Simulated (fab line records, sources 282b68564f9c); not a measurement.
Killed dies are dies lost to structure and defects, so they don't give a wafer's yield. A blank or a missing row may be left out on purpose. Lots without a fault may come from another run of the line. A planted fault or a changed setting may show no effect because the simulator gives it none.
Split-lot experiment | flow rit_cmos | 5 lots, 23 wafers read, on a route of 202 steps

THE SPLIT
At RIT_CONTACT_EXPOSE_05 (exposes mask M11, target cd 1000 nm), the setting dose_mj was moved away from the recipe's 250 on 10 of the 23 wafers read, by +3.6% to +7.3%. The other wafers ran this setting at the recipe's value.

FROM THE SPLIT TO THE READING: what the file shows between them, 4 steps
- RIT_CONTACT_PEB_06
- RIT_CONTACT_DEVELOP_07: develop time 121.6 s
- RIT_CONTACT_CD_MEAS_08: target cd 1000 nm
- RIT_CONTACT_STRIP_12: strips in O2, time 180 s (also split here: time_s)

THE READING
cd_nm, in nm, at RIT_CONTACT_CD_MEAS_90 (target cd 1000 nm). Fault-free wafers of this fab line usually give 1000.7 nm, standard deviation 2.9 nm.

wafer  | tool, chamber at the split | dose_mj as run | against the recipe | cd_nm, nm | against lot-mates on the recipe
L077.1 | iline_stepper-02, 0        | 250            | recipe             | 1003.6    | -
L077.2 | iline_stepper-02, 0        | 258.9          | +3.6%              | 1013.2    | +10.4
L077.3 | iline_stepper-02, 0        | 250            | recipe             | 1002.6    | -
L077.5 | iline_stepper-02, 0        | 258.9          | +3.6%              | 1011.0    | +8.2
L077.6 | iline_stepper-02, 0        | 250            | recipe             | 1002.3    | -
L078.1 | iline_stepper-01, 0        | 268.2          | +7.3%              | 1025.4    | +20.0
L078.2 | iline_stepper-01, 0        | 250            | recipe             | 1004.7    | -
L078.3 | iline_stepper-01, 0        | 250            | recipe             | 1006.1    | -
L078.4 | iline_stepper-01, 0        | 268.2          | +7.3%              | 1024.2    | +18.8
L078.5 | iline_stepper-01, 0        | 268.2          | +7.3%              | 1024.5    | +19.1
L079.1 | iline_stepper-02, 0        | 250            | recipe             | 1000.1    | -
L079.2 | iline_stepper-02, 0        | 266.8          | +6.7%              | 1019.0    | +16.6
L079.3 | iline_stepper-02, 0        | 250            | recipe             | 1003.7    | -
L079.4 | iline_stepper-02, 0        | 266.8          | +6.7%              | 1016.6    | +14.2
L079.5 | iline_stepper-02, 0        | 250            | recipe             | 1003.5    | -
L082.2 | iline_stepper-01, 0        | 259.8          | +3.9%              | 1014.2    | +10.5
L082.3 | iline_stepper-01, 0        | 250            | recipe             | 1004.6    | -
L082.4 | iline_stepper-01, 0        | 250            | recipe             | 1002.9    | -
L082.5 | iline_stepper-01, 0        | 259.8          | +3.9%              | 1013.7    | +10.0
L082.6 | iline_stepper-01, 0        | 259.8          | +3.9%              | 1014.7    | +11.0
L084.1 | iline_stepper-01, 0        | 250            | recipe             | 998.1     | -
L084.3 | iline_stepper-01, 0        | 250            | recipe             | 998.8     | -
L084.5 | iline_stepper-01, 0        | 250            | recipe             | 998.3     | -

THE FIT
A straight line over all 23 wafers: cd_nm changes by +2.83 nm for each +1% of dose_mj; r = +0.96; the points scatter about the line by 2.4 nm.
The same after taking each lot's own level away (the mean of its wafers on the recipe; 23 wafers): +2.54 nm for each +1%; r = +0.99; scatter 1.1 nm.
On that fit, the largest move of dose_mj shifts the reading by 18 nm.
The lots' own levels span 998.40 to 1005.40 nm, that is 2.4 times the standard deviation above.
So the lot-to-lot level changes the slope: the two fits differ.
Check: with one of the wafers moved furthest among these (+7.3%) left out of the fit, the line predicts +18.2 nm for it against its lot-mates. It came out at +20 nm against them.

OTHER SPLITS ON THESE WAFERS
These wafers also went through other splits before the reading. Each is held against what the fit with the lots' levels taken away leaves over:
other split on the same wafers  | wafers away from the commonest value | r with cd_nm (lot level and that fit taken away)
RIT_SPACER_CVD_03 time_s        | 15                                   | -0.25
RIT_SILICIDE_SPUTTER_01 power_w | 9                                    | +0.33
RIT_CONTACT_STRIP_12 time_s     | 8                                    | +0.23

THE WHOLE CHAIN: every reading that the file lists as answering this split, in the file's order
step                   | what it does         | reading                                                        | change (the file's fit)              | r (the file's)
RIT_CONTACT_DEVELOP_07 | develop time 121.6 s | CONTACT.cd_nm (the simulator's own value, which no gauge read) | +2.54 nm for each +1% of the setting | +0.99
RIT_CONTACT_CD_MEAS_08 | target cd 1000 nm    | cd_nm                                                          | +2.55 nm for each +1% of the setting | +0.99
RIT_CONTACT_CD_MEAS_90 | target cd 1000 nm    | cd_nm                                                          | +2.52 nm for each +1% of the setting | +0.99

THE FILE'S OWN FIT
cd_nm changes by +2.52 nm for each +1% of dose_mj, r = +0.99.
